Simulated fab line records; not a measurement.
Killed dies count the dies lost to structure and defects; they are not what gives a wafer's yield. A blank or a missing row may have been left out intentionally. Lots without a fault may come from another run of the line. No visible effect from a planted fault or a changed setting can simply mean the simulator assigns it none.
One fault through the eyes of 2 desks | flow berkeley_cmos170 | every desk sees just its own numbers, and what lay behind them comes last

## AT THE METROLOGY DESK
Lot by lot, what the gauges showed, no matter which tool ran the lot: averages of those sampled wafers that carry a number. A lot is out of limits, marked OUT, if its mean lies more than 4 standard deviations from the usual mean; the brackets give that distance.
Columns: A = V2_TEOS_THK at UCB170_V2_THK_MEAS_01, usual 2007 nm
lot  | first seen here | A
L632 | day 8 21:03     | 2004
L631 | day 8 21:26     | 2033
L634 | day 9 08:51     | 2092
L635 | day 9 08:58     | 2020
L638 | day 10 08:01    | 1988
L636 | day 10 08:44    | 2085
L644 | day 10 22:14    | 2019
L643 | day 11 00:13    | 2035
L646 | day 11 07:52    | 1995
L648 | day 11 13:47    | 2003
L649 | day 11 14:35    | 1976
L651 | day 12 01:34    | 2022
L650 | day 12 01:46    | 2009
L652 | day 12 13:07    | 1989
This desk's verdict: no lot among the 14 shows anything out of limits.

## DESK OF THE TOOL OWNER: pecvd-02
The tool's own readings at UCB170_V2_CVD_00 (deposits SiO2 from TEOS/O2, target thk 2000 nm, time 250 s): means of the sampled wafers that have a number, for each lot that ran on this tool. A lot is out of limits, marked OUT, if its mean lies more than 4 standard deviations from the usual mean; the brackets give that distance.
Columns: A = heater_power_w at UCB170_V2_CVD_00, usual 240 W
lot  | first seen here | A
L632 | day 8 20:54     | 229
L631 | day 8 21:15     | 214
L634 | day 9 08:41     | 264
L636 | day 10 08:34    | 234
This desk's verdict: no lot among the 4 shows anything out of limits.

## BROUGHT TOGETHER
Nothing out of limits was seen by the metrology desk.
The tool owner's desk saw nothing out of limits.

## WHAT THE SIMULATOR PUT IN
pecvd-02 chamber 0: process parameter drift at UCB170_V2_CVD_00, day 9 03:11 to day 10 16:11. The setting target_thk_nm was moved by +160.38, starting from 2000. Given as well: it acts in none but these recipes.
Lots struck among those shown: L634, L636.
